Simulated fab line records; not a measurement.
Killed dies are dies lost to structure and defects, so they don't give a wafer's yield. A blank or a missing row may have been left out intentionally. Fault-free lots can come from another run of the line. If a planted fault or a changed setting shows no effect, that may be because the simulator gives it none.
Comparing a struck lot with a sound one :: flow rit cmos :: 22 out of 202 route steps
Sound: these wafers, L558.1, L558.4, L558.5. Wafers L571.3, L571.5, L571.6 were the ones struck. At the end, the cause is stated.
Each step with rows lists, per side, the tool, then ch with its chambers, then its first start. Under that, the readings that differ: sound wafers :: struck wafers :: difference of the means :: sigmas: that difference in standard deviations of wafers without a fault.
alike: words and numbers the same on both sides, and readings whose means are apart by under 2 such deviations; not compared: readings that were withheld, readings missing a value for some wafer, numbers with overlapping values and no deviation given by the record, and bounds like >300 which may hide the same value.
Wherever a step has rows on one side only, a row that says differs or no value, or a row with sigmas, the two part there. Numbers that have no deviation but don't overlap get no sigmas and don't part them. A reading that every wafer of one side lacks parts them only if that side has two wafers or more.

first, 2 steps without rows for these wafers: RIT_NSD_HARDBAKE_07 (time 60 s); RIT_NSD_IMPLANT_08.
RIT_NSD_STRIP_09: strips in O2, time 180 s.
  sound on plasma asher-02 ch 0,1, day 4 21:53; struck on plasma asher-02 ch 0,1, day 7 13:49
  alike: drypump motor current A
  not compared: rf hours counter h
RIT_NSD_TW_MEAS_10:
  struck on film metro-02, day 7 13:56; sound on film metro-02, day 4 22:03
  alike: NSD_TW
then, 6 steps without rows for these wafers: RIT_PSD_HMDS_00 (prime time 60 s); RIT_PSD_COAT_01 (resist thk 1000 nm); RIT_PSD_SOFTBAKE_02 (time 60 s); RIT_PSD_EXPOSE_03 (exposes mask M10, target cd 40900 nm); RIT_PSD_PEB_04; RIT_PSD_DEVELOP_05 (develop time 50 s).
RIT_PSD_OVL_MEAS_06:
  struck on overlay-02, day 7 14:58; sound on overlay-01, day 4 23:05
  alike: PSD_OVL
then, 1 step without rows for these wafers: RIT_PSD_HARDBAKE_07 (time 60 s).
RIT_PSD_IMPLANT_08:
  sound on implanter-04 ch 0, day 4 23:16; struck on implanter-04 ch 0, day 7 15:11
reading: dose ions cm2
sound: 4.998e+15 5.003e+15 4.996e+15
struck: 4.245e+15 4.243e+15 4.25e+15
difference: -7.530e+14
sigmas: -99 or more
  alike: beam energy keV
RIT_PSD_STRIP_09: strips in O2, time 180 s.
  sound on plasma asher-01 ch 1, day 4 23:25; struck on plasma asher-04 ch 0,1, day 7 15:21
  alike: drypump motor current A
  not compared: rf hours counter h
RIT_PSD_TW_MEAS_10:
  struck on film metro-03, day 7 15:29; sound on film metro-03, day 4 23:36
  alike: PSD_TW
then, 3 steps without rows for these wafers: RIT_SDANNEAL_CLEAN_00 (cleans in SC1, time 600 s); RIT_SDANNEAL_CLEAN_01 (cleans in dHF, time 30 s); RIT_SDANNEAL_CLEAN_02 (cleans in SC2, time 600 s).
RIT_SDANNEAL_RTA_03: time 5 s.
  sound on rtp anneal-02 ch 0, day 5 00:02; struck on rtp anneal-01 ch 0, day 7 15:55
  alike: anneal temp c max, wafer_temp_C_max
RIT_SDANNEAL_RS_MEAS_04: uses a four-point probe to measure.
  struck on film metro-01, day 7 15:59; sound on film metro-02, day 5 00:06
reading: PSD_RS (ohm/sq)
sound: 117.40 117.47 117.11
struck: 118.89 119.04 118.99
difference: +1.65
sigmas: +6
RIT_SDANNEAL_RS_MEAS_05: uses a four-point probe to measure.
  struck on film metro-01, day 7 16:07; sound on film metro-02, day 5 00:13
  alike: NSD_RS
RIT_M1_PROBE_99:
  struck on prober-02, day 8 02:32; sound on prober-02, day 5 07:20
reading: killed open
sound: 12 6 2
struck: 0 2 1
difference: -6
sigmas: -3

reading: model.etest.contact pplus.end ohm um
sound: 42.42 41.9 42.28
struck: 44.98 45 45.45
difference: +2.94
sigmas: 

reading: model.etest.vpnp.gain
sound: 1.11 1.126 1.098
struck: 1.051 1.055 1.036
difference: -0.064
sigmas: 
  alike: killed at contacts, killed at front end, killed dies, killed short
  not compared: model.etest.cap p gate.vfb v

## WHERE THEY PART
Earliest at RIT_PSD_IMPLANT_08; latest, in this record, at RIT_M1_PROBE_99.

WHY: what the simulator had put in
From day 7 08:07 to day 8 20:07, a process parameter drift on implanter-04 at RIT_PSD_IMPLANT_08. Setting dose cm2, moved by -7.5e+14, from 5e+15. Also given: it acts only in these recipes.
